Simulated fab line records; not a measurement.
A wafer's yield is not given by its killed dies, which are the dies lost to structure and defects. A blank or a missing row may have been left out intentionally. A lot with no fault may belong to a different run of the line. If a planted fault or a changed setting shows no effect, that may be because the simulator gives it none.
fab line records :: flow ritCmos
[record]
  lots = 14
  wafers = 42
  lastDay = 7
route steps=202 shown SILICIDE@162
lots with no fault: from the same line, run without faults
startH: hours from the record's opening day to when the first of the lot's shown wafers began :: waitH: hours elapsed since this lot's preceding step :: " the same as in the row above :: L1.1+2: a single row standing in for several wafers :: - either no value or no given start :: * or withheld: withheld :: < > ~ a bound
route shown NAME@n: NAME is a module with steps in the file, n the number in the route of the first one :: usual: the fault-free wafers' mean and standard deviation :: same: alike in all rows :: chamber/n: place in a boat :: sites: each site's reading :: _std_site: standard deviation of those values :: _edge_site: the outer-site mean with the inner-site mean subtracted :: radiusMm: for every site, how far away it sits from the centre of the wafer :: mask NAME#n: copy n :: behind: the last tool/chamber to shape the wafer :: hold: why the lot was held/for how many hours/how that ended :: device: the n, p or np transistor that did not switch :: end of line: at the end of the route, the tests of the same wafers :: a step with no rows: only its recipe :: killed: the dies lost at the first sort to structure and to defects; this is not the yield of the wafer :: map: shows each die of a wafer: x if killed, . if not, _ if none is there
set.NAME: the setting that was run; set.NAME@STEP: the one run at that earlier step :: model.NAME: the simulator's own value behind a step, which no gauge read
a sample of lots followed through the steps of the route, with each step as a table and each wafer as a row
services: a tool's chamber out of use, with start hour (startH, from the record's first day; less than 0 if before it), hours out, and reason
[[steps]]
[step RIT_SILICIDE_SPUTTER_01]
[recipe]
  material = Ti
  targetThkNm = 30
  powerW = 350
  chamberPressurePa = 0.667
  gas = Ar
  timeS = 240
  substrateTempC = 25
[usual]
  throttleValvePct = 30.0/0.94
lot.wafer: L677.2
tool: pvdSputter-04
chamber: -
startH: 52.46
waitH: 0.0
throttleValvePct: 31.1

lot.wafer: L677.4
tool: pvdSputter-04
chamber: -
startH: 52.46
waitH: 0.0
throttleValvePct: 28.9

lot.wafer: L677.6
tool: pvdSputter-04
chamber: -
startH: 52.46
waitH: 0.0
throttleValvePct: 28.8

lot.wafer: L679.1
tool: pvdSputter-02
chamber: -
startH: 59.80
waitH: 0.0
throttleValvePct: 29.0

lot.wafer: L679.2
tool: pvdSputter-02
chamber: -
startH: 59.80
waitH: 0.0
throttleValvePct: 30.1

lot.wafer: L679.5
tool: pvdSputter-02
chamber: -
startH: 59.80
waitH: 0.0
throttleValvePct: 30.4

lot.wafer: L680.1
tool: pvdSputter-04
chamber: -
startH: 66.40
waitH: 0.0
throttleValvePct: 28.8

lot.wafer: L680.2
tool: pvdSputter-04
chamber: -
startH: 66.40
waitH: 0.0
throttleValvePct: 31.1

lot.wafer: L680.3
tool: pvdSputter-04
chamber: -
startH: 66.40
waitH: 0.0
throttleValvePct: 28.9

lot.wafer: L682.2
tool: pvdSputter-04
chamber: -
startH: 75.80
waitH: 0.0
throttleValvePct: 28.8

lot.wafer: L682.3
tool: pvdSputter-04
chamber: -
startH: 75.80
waitH: 0.0
throttleValvePct: 30.0

lot.wafer: L682.4
tool: pvdSputter-04
chamber: -
startH: 75.80
waitH: 0.0
throttleValvePct: 29.0

lot.wafer: L684.3
tool: pvdSputter-04
chamber: -
startH: 88.69
waitH: 0.0
throttleValvePct: 28.7

lot.wafer: L684.5
tool: pvdSputter-04
chamber: -
startH: 88.69
waitH: 0.0
throttleValvePct: 29.1

lot.wafer: L684.6
tool: pvdSputter-04
chamber: -
startH: 88.69
waitH: 0.0
throttleValvePct: 31.3

lot.wafer: L685.3
tool: pvdSputter-02
chamber: -
startH: 94.70
waitH: 0.0
throttleValvePct: 30.1

lot.wafer: L685.4
tool: pvdSputter-02
chamber: -
startH: 94.70
waitH: 0.0
throttleValvePct: 31.4

lot.wafer: L685.5
tool: pvdSputter-02
chamber: -
startH: 94.70
waitH: 0.0
throttleValvePct: 30.3

lot.wafer: L685.3
tool: pvdSputter-02
chamber: -
startH: 95.02
waitH: 0.2
throttleValvePct: 30.2

lot.wafer: L685.4
tool: pvdSputter-02
chamber: -
startH: 95.02
waitH: 0.2
throttleValvePct: 31.2

lot.wafer: L685.5
tool: pvdSputter-02
chamber: -
startH: 95.02
waitH: 0.2
throttleValvePct: 30.2

lot.wafer: L688.1
tool: pvdSputter-04
chamber: -
startH: 108.09
waitH: 0.0
throttleValvePct: 30.2

lot.wafer: L688.4
tool: pvdSputter-04
chamber: -
startH: 108.09
waitH: 0.0
throttleValvePct: 28.9

lot.wafer: L688.5
tool: pvdSputter-04
chamber: -
startH: 108.09
waitH: 0.0
throttleValvePct: 31.1

lot.wafer: L689.1
tool: pvdSputter-02
chamber: -
startH: 111.78
waitH: 0.0
throttleValvePct: 29.9

lot.wafer: L689.5
tool: pvdSputter-02
chamber: -
startH: 111.78
waitH: 0.0
throttleValvePct: 31.4

lot.wafer: L689.6
tool: pvdSputter-02
chamber: -
startH: 111.78
waitH: 0.0
throttleValvePct: 29.0

lot.wafer: L689.1
tool: pvdSputter-02
chamber: -
startH: 112.09
waitH: 0.2
throttleValvePct: 30.3

lot.wafer: L689.5
tool: pvdSputter-02
chamber: -
startH: 112.09
waitH: 0.2
throttleValvePct: 31.5

lot.wafer: L689.6
tool: pvdSputter-02
chamber: -
startH: 112.09
waitH: 0.2
throttleValvePct: 28.7

lot.wafer: L692.1
tool: pvdSputter-01
chamber: -
startH: 125.54
waitH: 0.0
throttleValvePct: 31.2

lot.wafer: L692.2
tool: pvdSputter-01
chamber: -
startH: 125.54
waitH: 0.0
throttleValvePct: 30.4

lot.wafer: L692.4
tool: pvdSputter-01
chamber: -
startH: 125.54
waitH: 0.0
throttleValvePct: 28.8

lot.wafer: L695.1
tool: pvdSputter-02
chamber: -
startH: 142.76
waitH: 0.0
throttleValvePct: 30.6

lot.wafer: L695.5
tool: pvdSputter-02
chamber: -
startH: 142.76
waitH: 0.0
throttleValvePct: 31.2

lot.wafer: L695.6
tool: pvdSputter-02
chamber: -
startH: 142.76
waitH: 0.0
throttleValvePct: 28.9

lot.wafer: L696.1
tool: pvdSputter-04
chamber: -
startH: 146.15
waitH: 0.0
throttleValvePct: 28.7

lot.wafer: L696.2
tool: pvdSputter-04
chamber: -
startH: 146.15
waitH: 0.0
throttleValvePct: 29.9

lot.wafer: L696.5
tool: pvdSputter-04
chamber: -
startH: 146.15
waitH: 0.0
throttleValvePct: 29.0

lot.wafer: L697.3
tool: pvdSputter-02
chamber: -
startH: 150.73
waitH: 0.0
throttleValvePct: 30.4

lot.wafer: L697.4
tool: pvdSputter-02
chamber: -
startH: 150.73
waitH: 0.0
throttleValvePct: 31.2

lot.wafer: L697.5
tool: pvdSputter-02
chamber: -
startH: 150.73
waitH: 0.0
throttleValvePct: 29.9

lot.wafer: L699.3
tool: pvdSputter-02
chamber: -
startH: 162.95
waitH: 0.0
throttleValvePct: 30.3

lot.wafer: L699.4
tool: pvdSputter-02
chamber: -
startH: 162.95
waitH: 0.0
throttleValvePct: 28.8

lot.wafer: L699.5
tool: pvdSputter-02
chamber: -
startH: 162.95
waitH: 0.0
throttleValvePct: 28.8

lot.wafer: L700.2
tool: pvdSputter-04
chamber: -
startH: 171.31
waitH: 0.0
throttleValvePct: 29.1

lot.wafer: L700.5
tool: pvdSputter-04
chamber: -
startH: 171.31
waitH: 0.0
throttleValvePct: 30.1

lot.wafer: L700.6
tool: pvdSputter-04
chamber: -
startH: 171.31
waitH: 0.0
throttleValvePct: 28.9
[step RIT_SILICIDE_RS_MEAS_02]
[recipe]
  thkMeasGauge = four-point-probe
  reads = Ti_of_SILICIDE_SPUTTER_01
[usual]
  SILICIDE_TI_RS = 48.0/0.64
lot.wafer: L677.2
tool: filmMetro-01
chamber: -
startH: 52.65
waitH: 0.1
SILICIDE_TI_RS[ohm/sq]: 48.2

lot.wafer: L677.4
tool: filmMetro-01
chamber: -
startH: 52.65
waitH: 0.1
SILICIDE_TI_RS[ohm/sq]: 48.4

lot.wafer: L677.6
tool: filmMetro-01
chamber: -
startH: 52.65
waitH: 0.1
SILICIDE_TI_RS[ohm/sq]: 48.4

lot.wafer: L679.1
tool: filmMetro-01
chamber: -
startH: 59.95
waitH: 0.1
SILICIDE_TI_RS[ohm/sq]: 47.0

lot.wafer: L679.2
tool: filmMetro-01
chamber: -
startH: 59.95
waitH: 0.1
SILICIDE_TI_RS[ohm/sq]: 46.9

lot.wafer: L679.5
tool: filmMetro-01
chamber: -
startH: 59.95
waitH: 0.1
SILICIDE_TI_RS[ohm/sq]: 47.2

lot.wafer: L680.1
tool: filmMetro-02
chamber: -
startH: 66.55
waitH: 0.1
SILICIDE_TI_RS[ohm/sq]: 48.0

lot.wafer: L680.2
tool: filmMetro-02
chamber: -
startH: 66.55
waitH: 0.1
SILICIDE_TI_RS[ohm/sq]: 48.3

lot.wafer: L680.3
tool: filmMetro-02
chamber: -
startH: 66.55
waitH: 0.1
SILICIDE_TI_RS[ohm/sq]: 48.4

lot.wafer: L682.2
tool: filmMetro-02
chamber: -
startH: 75.97
waitH: 0.1
SILICIDE_TI_RS[ohm/sq]: 47.8

lot.wafer: L682.3
tool: filmMetro-02
chamber: -
startH: 75.97
waitH: 0.1
SILICIDE_TI_RS[ohm/sq]: 47.6

lot.wafer: L682.4
tool: filmMetro-02
chamber: -
startH: 75.97
waitH: 0.1
SILICIDE_TI_RS[ohm/sq]: 48.1

lot.wafer: L684.3
tool: filmMetro-01
chamber: -
startH: 88.88
waitH: 0.1
SILICIDE_TI_RS[ohm/sq]: 48.2

lot.wafer: L684.5
tool: filmMetro-01
chamber: -
startH: 88.88
waitH: 0.1
SILICIDE_TI_RS[ohm/sq]: 48.4

lot.wafer: L684.6
tool: filmMetro-01
chamber: -
startH: 88.88
waitH: 0.1
SILICIDE_TI_RS[ohm/sq]: 47.7

lot.wafer: L685.3
tool: filmMetro-03
chamber: -
startH: 95.21
waitH: 0.1
SILICIDE_TI_RS[ohm/sq]: 20.9

lot.wafer: L685.4
tool: filmMetro-03
chamber: -
startH: 95.21
waitH: 0.1
SILICIDE_TI_RS[ohm/sq]: 20.7

lot.wafer: L685.5
tool: filmMetro-03
chamber: -
startH: 95.21
waitH: 0.1
SILICIDE_TI_RS[ohm/sq]: 20.8

lot.wafer: L685.3
tool: filmMetro-03
chamber: -
startH: 95.61
waitH: 0.4
SILICIDE_TI_RS[ohm/sq]: 20.9

lot.wafer: L685.4
tool: filmMetro-03
chamber: -
startH: 95.61
waitH: 0.4
SILICIDE_TI_RS[ohm/sq]: 20.8

lot.wafer: L685.5
tool: filmMetro-03
chamber: -
startH: 95.61
waitH: 0.4
SILICIDE_TI_RS[ohm/sq]: 20.9

lot.wafer: L688.1
tool: filmMetro-01
chamber: -
startH: 108.24
waitH: 0.1
SILICIDE_TI_RS[ohm/sq]: 48.0

lot.wafer: L688.4
tool: filmMetro-01
chamber: -
startH: 108.24
waitH: 0.1
SILICIDE_TI_RS[ohm/sq]: 47.5

lot.wafer: L688.5
tool: filmMetro-01
chamber: -
startH: 108.24
waitH: 0.1
SILICIDE_TI_RS[ohm/sq]: 48.4

lot.wafer: L689.1
tool: filmMetro-02
chamber: -
startH: 112.24
waitH: 0.1
SILICIDE_TI_RS[ohm/sq]: 20.9

lot.wafer: L689.5
tool: filmMetro-02
chamber: -
startH: 112.24
waitH: 0.1
SILICIDE_TI_RS[ohm/sq]: 20.6

lot.wafer: L689.6
tool: filmMetro-02
chamber: -
startH: 112.24
waitH: 0.1
SILICIDE_TI_RS[ohm/sq]: 20.8

lot.wafer: L689.1
tool: filmMetro-02
chamber: -
startH: 112.53
waitH: 0.3
SILICIDE_TI_RS[ohm/sq]: 21.0

lot.wafer: L689.5
tool: filmMetro-02
chamber: -
startH: 112.53
waitH: 0.3
SILICIDE_TI_RS[ohm/sq]: 20.7

lot.wafer: L689.6
tool: filmMetro-02
chamber: -
startH: 112.53
waitH: 0.3
SILICIDE_TI_RS[ohm/sq]: 20.9

lot.wafer: L692.1
tool: filmMetro-01
chamber: -
startH: 125.69
waitH: 0.1
SILICIDE_TI_RS[ohm/sq]: 47.5

lot.wafer: L692.2
tool: filmMetro-01
chamber: -
startH: 125.69
waitH: 0.1
SILICIDE_TI_RS[ohm/sq]: 47.7

lot.wafer: L692.4
tool: filmMetro-01
chamber: -
startH: 125.69
waitH: 0.1
SILICIDE_TI_RS[ohm/sq]: 47.3

lot.wafer: L695.1
tool: filmMetro-02
chamber: -
startH: 142.91
waitH: 0.1
SILICIDE_TI_RS[ohm/sq]: 48.4

lot.wafer: L695.5
tool: filmMetro-02
chamber: -
startH: 142.91
waitH: 0.1
SILICIDE_TI_RS[ohm/sq]: 47.3

lot.wafer: L695.6
tool: filmMetro-02
chamber: -
startH: 142.91
waitH: 0.1
SILICIDE_TI_RS[ohm/sq]: 47.6

lot.wafer: L696.1
tool: filmMetro-03
chamber: -
startH: 146.30
waitH: 0.1
SILICIDE_TI_RS[ohm/sq]: 48.4

lot.wafer: L696.2
tool: filmMetro-03
chamber: -
startH: 146.30
waitH: 0.1
SILICIDE_TI_RS[ohm/sq]: 48.4

lot.wafer: L696.5
tool: filmMetro-03
chamber: -
startH: 146.30
waitH: 0.1
SILICIDE_TI_RS[ohm/sq]: 49.1

lot.wafer: L697.3
tool: filmMetro-02
chamber: -
startH: 150.92
waitH: 0.1
SILICIDE_TI_RS[ohm/sq]: 47.8

lot.wafer: L697.4
tool: filmMetro-02
chamber: -
startH: 150.92
waitH: 0.1
SILICIDE_TI_RS[ohm/sq]: 47.4

lot.wafer: L697.5
tool: filmMetro-02
chamber: -
startH: 150.92
waitH: 0.1
SILICIDE_TI_RS[ohm/sq]: 47.8

lot.wafer: L699.3
tool: filmMetro-02
chamber: -
startH: 163.14
waitH: 0.1
SILICIDE_TI_RS[ohm/sq]: 47.3

lot.wafer: L699.4
tool: filmMetro-02
chamber: -
startH: 163.14
waitH: 0.1
SILICIDE_TI_RS[ohm/sq]: 46.9

lot.wafer: L699.5
tool: filmMetro-02
chamber: -
startH: 163.14
waitH: 0.1
SILICIDE_TI_RS[ohm/sq]: 47.3

lot.wafer: L700.2
tool: filmMetro-02
chamber: -
startH: 171.48
waitH: 0.1
SILICIDE_TI_RS[ohm/sq]: 48.6

lot.wafer: L700.5
tool: filmMetro-02
chamber: -
startH: 171.48
waitH: 0.1
SILICIDE_TI_RS[ohm/sq]: 48.8

lot.wafer: L700.6
tool: filmMetro-02
chamber: -
startH: 171.48
waitH: 0.1
SILICIDE_TI_RS[ohm/sq]: 48.7
[step RIT_SILICIDE_THK_MEAS_03]
[recipe]
  thkMeasGauge = xrf
  reads = Ti_of_SILICIDE_SPUTTER_01
[usual]
  SILICIDE_TI_THK = 29.8/0.34
lot.wafer: L677.2
tool: filmMetro-01
chamber: -
startH: 52.76
waitH: 0.1
SILICIDE_TI_THK[nm]: 29.7

lot.wafer: L677.4
tool: filmMetro-01
chamber: -
startH: 52.76
waitH: 0.1
SILICIDE_TI_THK[nm]: 29.6

lot.wafer: L677.6
tool: filmMetro-01
chamber: -
startH: 52.76
waitH: 0.1
SILICIDE_TI_THK[nm]: 29.7

lot.wafer: L679.1
tool: filmMetro-01
chamber: -
startH: 60.07
waitH: 0.1
SILICIDE_TI_THK[nm]: 30.3

lot.wafer: L679.2
tool: filmMetro-01
chamber: -
startH: 60.07
waitH: 0.1
SILICIDE_TI_THK[nm]: 30.3

lot.wafer: L679.5
tool: filmMetro-01
chamber: -
startH: 60.07
waitH: 0.1
SILICIDE_TI_THK[nm]: 30.2

lot.wafer: L680.1
tool: filmMetro-02
chamber: -
startH: 66.67
waitH: 0.1
SILICIDE_TI_THK[nm]: 29.8

lot.wafer: L680.2
tool: filmMetro-02
chamber: -
startH: 66.67
waitH: 0.1
SILICIDE_TI_THK[nm]: 29.7

lot.wafer: L680.3
tool: filmMetro-02
chamber: -
startH: 66.67
waitH: 0.1
SILICIDE_TI_THK[nm]: 29.5

lot.wafer: L682.2
tool: filmMetro-02
chamber: -
startH: 76.08
waitH: 0.1
SILICIDE_TI_THK[nm]: 29.9

lot.wafer: L682.3
tool: filmMetro-02
chamber: -
startH: 76.08
waitH: 0.1
SILICIDE_TI_THK[nm]: 30.2

lot.wafer: L682.4
tool: filmMetro-02
chamber: -
startH: 76.08
waitH: 0.1
SILICIDE_TI_THK[nm]: 29.9

lot.wafer: L684.3
tool: filmMetro-01
chamber: -
startH: 88.98
waitH: 0.1
SILICIDE_TI_THK[nm]: 29.8

lot.wafer: L684.5
tool: filmMetro-01
chamber: -
startH: 88.98
waitH: 0.1
SILICIDE_TI_THK[nm]: 29.8

lot.wafer: L684.6
tool: filmMetro-01
chamber: -
startH: 88.98
waitH: 0.1
SILICIDE_TI_THK[nm]: 30.1

lot.wafer: L685.3
tool: filmMetro-03
chamber: -
startH: 97.46
waitH: 1.8
SILICIDE_TI_THK[nm]: 58.7

lot.wafer: L685.4
tool: filmMetro-03
chamber: -
startH: 97.46
waitH: 1.8
SILICIDE_TI_THK[nm]: 59.3

lot.wafer: L685.5
tool: filmMetro-03
chamber: -
startH: 97.46
waitH: 1.8
SILICIDE_TI_THK[nm]: 58.8

lot.wafer: L685.3
tool: filmMetro-03
chamber: -
startH: 97.69
waitH: 0.2
SILICIDE_TI_THK[nm]: 58.9

lot.wafer: L685.4
tool: filmMetro-03
chamber: -
startH: 97.69
waitH: 0.2
SILICIDE_TI_THK[nm]: 59.3

lot.wafer: L685.5
tool: filmMetro-03
chamber: -
startH: 97.69
waitH: 0.2
SILICIDE_TI_THK[nm]: 59.0

lot.wafer: L688.1
tool: filmMetro-01
chamber: -
startH: 108.36
waitH: 0.1
SILICIDE_TI_THK[nm]: 30.1

lot.wafer: L688.4
tool: filmMetro-01
chamber: -
startH: 108.36
waitH: 0.1
SILICIDE_TI_THK[nm]: 30.1

lot.wafer: L688.5
tool: filmMetro-01
chamber: -
startH: 108.36
waitH: 0.1
SILICIDE_TI_THK[nm]: 29.8

lot.wafer: L689.1
tool: filmMetro-02
chamber: -
startH: 121.60
waitH: 9.0
SILICIDE_TI_THK[nm]: 58.7

lot.wafer: L689.5
tool: filmMetro-02
chamber: -
startH: 121.60
waitH: 9.0
SILICIDE_TI_THK[nm]: 59.2

lot.wafer: L689.6
tool: filmMetro-02
chamber: -
startH: 121.60
waitH: 9.0
SILICIDE_TI_THK[nm]: 59.1

lot.wafer: L689.1
tool: filmMetro-02
chamber: -
startH: 121.83
waitH: 0.2
SILICIDE_TI_THK[nm]: 58.8

lot.wafer: L689.5
tool: filmMetro-02
chamber: -
startH: 121.83
waitH: 0.2
SILICIDE_TI_THK[nm]: 59.6

lot.wafer: L689.6
tool: filmMetro-02
chamber: -
startH: 121.83
waitH: 0.2
SILICIDE_TI_THK[nm]: 58.8

lot.wafer: L692.1
tool: filmMetro-01
chamber: -
startH: 125.81
waitH: 0.1
SILICIDE_TI_THK[nm]: 30.0

lot.wafer: L692.2
tool: filmMetro-01
chamber: -
startH: 125.81
waitH: 0.1
SILICIDE_TI_THK[nm]: 29.8

lot.wafer: L692.4
tool: filmMetro-01
chamber: -
startH: 125.81
waitH: 0.1
SILICIDE_TI_THK[nm]: 30.1

lot.wafer: L695.1
tool: filmMetro-02
chamber: -
startH: 143.03
waitH: 0.1
SILICIDE_TI_THK[nm]: 29.6

lot.wafer: L695.5
tool: filmMetro-02
chamber: -
startH: 143.03
waitH: 0.1
SILICIDE_TI_THK[nm]: 30.3

lot.wafer: L695.6
tool: filmMetro-02
chamber: -
startH: 143.03
waitH: 0.1
SILICIDE_TI_THK[nm]: 30.0

lot.wafer: L696.1
tool: filmMetro-03
chamber: -
startH: 146.42
waitH: 0.1
SILICIDE_TI_THK[nm]: 29.8

lot.wafer: L696.2
tool: filmMetro-03
chamber: -
startH: 146.42
waitH: 0.1
SILICIDE_TI_THK[nm]: 29.7

lot.wafer: L696.5
tool: filmMetro-03
chamber: -
startH: 146.42
waitH: 0.1
SILICIDE_TI_THK[nm]: 29.3

lot.wafer: L697.3
tool: filmMetro-02
chamber: -
startH: 151.02
waitH: 0.1
SILICIDE_TI_THK[nm]: 29.9

lot.wafer: L697.4
tool: filmMetro-02
chamber: -
startH: 151.02
waitH: 0.1
SILICIDE_TI_THK[nm]: 30.0

lot.wafer: L697.5
tool: filmMetro-02
chamber: -
startH: 151.02
waitH: 0.1
SILICIDE_TI_THK[nm]: 29.8

lot.wafer: L699.3
tool: filmMetro-02
chamber: -
startH: 163.24
waitH: 0.1
SILICIDE_TI_THK[nm]: 30.0

lot.wafer: L699.4
tool: filmMetro-02
chamber: -
startH: 163.24
waitH: 0.1
SILICIDE_TI_THK[nm]: 30.2

lot.wafer: L699.5
tool: filmMetro-02
chamber: -
startH: 163.24
waitH: 0.1
SILICIDE_TI_THK[nm]: 30.2

lot.wafer: L700.2
tool: filmMetro-02
chamber: -
startH: 171.59
waitH: 0.1
SILICIDE_TI_THK[nm]: 29.5

lot.wafer: L700.5
tool: filmMetro-02
chamber: -
startH: 171.59
waitH: 0.1
SILICIDE_TI_THK[nm]: 29.4

lot.wafer: L700.6
tool: filmMetro-02
chamber: -
startH: 171.59
waitH: 0.1
SILICIDE_TI_THK[nm]: 29.5
[[services]]
tool: pvdSputter-04
chamber: -
startH: 33.28
hours: 5.9
kind: repair

tool: pvdSputter-04
chamber: -
startH: 81.90
hours: 1.2
kind: repair

tool: pvdSputter-04
chamber: -
startH: 92.86
hours: 1.8
kind: repair

tool: pvdSputter-04
chamber: -
startH: 122.62
hours: 1.2
kind: repair

tool: pvdSputter-01
chamber: -
startH: 171.14
hours: 2.7
kind: repair
[[key]]
[firstSign]
  step = RIT_SILICIDE_SPUTTER_01
  reading = visit
  direction = added
[effect]
  step = RIT_SILICIDE_RS_MEAS_02
  reading = visit
  direction = added
[effect]
  step = RIT_SILICIDE_RS_MEAS_02
  reading = SILICIDE_TI_RS
  direction = down
  sigmas = 42
  usual = 48.0
  struck = 20.8
[effect]
  step = RIT_SILICIDE_THK_MEAS_03
  reading = visit
  direction = added
[effect]
  step = RIT_SILICIDE_THK_MEAS_03
  reading = SILICIDE_TI_THK
  direction = up
  sigmas = 86
  usual = 29.8
  struck = 59.0
metAt RIT_SILICIDE_SPUTTER_01
struckLots L685,L689
scrappedBehind RIT_SILICIDE_THK_MEAS_03 L685.3,L685.4,L685.5,L689.1,L689.5,L689.6
[fault]
  kind = repeatedStepWhole
  tool = pvdSputter-01,pvdSputter-02,pvdSputter-04
  chamber = -
  onsetH = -
  steps = RIT_SILICIDE_SPUTTER_01
  times = 1
  scope = struckLotsOnly
